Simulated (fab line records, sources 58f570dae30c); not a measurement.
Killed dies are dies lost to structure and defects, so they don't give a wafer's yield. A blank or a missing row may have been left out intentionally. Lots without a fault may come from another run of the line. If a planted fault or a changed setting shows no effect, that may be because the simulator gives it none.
2 desks looking at one fault	flow berkeleyCmos170	each desk holds nothing but its own numbers, with what lay behind them at the end

AT THE TOOL OWNER'S DESK: rieDiel-04
The tool's own readings at UCB170_V1_ETCH_14 (etches SiO2 in CHF3/CF4/Ar, stops on Al, target depth 1250 nm, time 291 s): means of the sampled wafers that have a number, for each lot that ran on this tool. Any lot whose mean is over 4 standard deviations away from the usual mean is out of limits and marked OUT; that distance is given in the brackets.
Columns: A = drypumpMotorCurrentA at UCB170_V1_ETCH_14, usual 5.7 A; B = oesProductAu at UCB170_V1_ETCH_14, usual 0.869 a.u.; C = throttleValvePct at UCB170_V1_ETCH_14, usual 6.96 %
lot	first seen here	A	B	C
L400	day 8 00:46	6.0	0.855	6.96
L404	day 9 02:42	5.9	0.826	6.96
L405	day 9 06:52	6.0	0.822	6.96
L417	day 12 01:07	5.7	0.867	6.93
L420	day 12 11:13	5.6	0.860	7.02
This desk found nothing out of limits on any of the 5 lots.

AT THE METROLOGY DESK
What the gauges read, lot by lot, whatever tool the lot ran on: means of the sampled wafers that have a number. Any lot whose mean is over 4 standard deviations away from the usual mean is out of limits and marked OUT; that distance is given in the brackets.
Columns: A = cdNm at UCB170_CONTACT_CD_MEAS_15, usual 699.9 nm; B = cdNm at UCB170_V1_CD_MEAS_90, usual 699.9 nm
lot	first seen here	A	B
L400	day 7 15:25	701.1	699.0
L397	day 7 17:16	699.5	701.1
L399	day 7 17:21	700.0	700.8
L398	day 7 19:18	701.0	699.7
L402	day 7 23:16	698.5	701.0
L404	day 8 16:40	699.9	695.7
L405	day 8 22:52	699.6	698.8
L410	day 9 22:43	702.7	699.1
L411	day 10 12:47	699.6	698.5
L412	day 10 13:43	697.7	699.9
L414	day 10 20:21	696.2	697.3
L417	day 11 13:59	699.2	701.5
L418	day 11 15:00	699.8	699.4
L420	day 12 01:23	700.5	700.2
This desk found nothing out of limits on any of the 14 lots.

TAKEN TOGETHER
Nothing out of limits was seen by the tool owner's desk.
Metrology desk: nothing out of limits seen.

WHAT WAS PUT IN BY THE SIMULATOR
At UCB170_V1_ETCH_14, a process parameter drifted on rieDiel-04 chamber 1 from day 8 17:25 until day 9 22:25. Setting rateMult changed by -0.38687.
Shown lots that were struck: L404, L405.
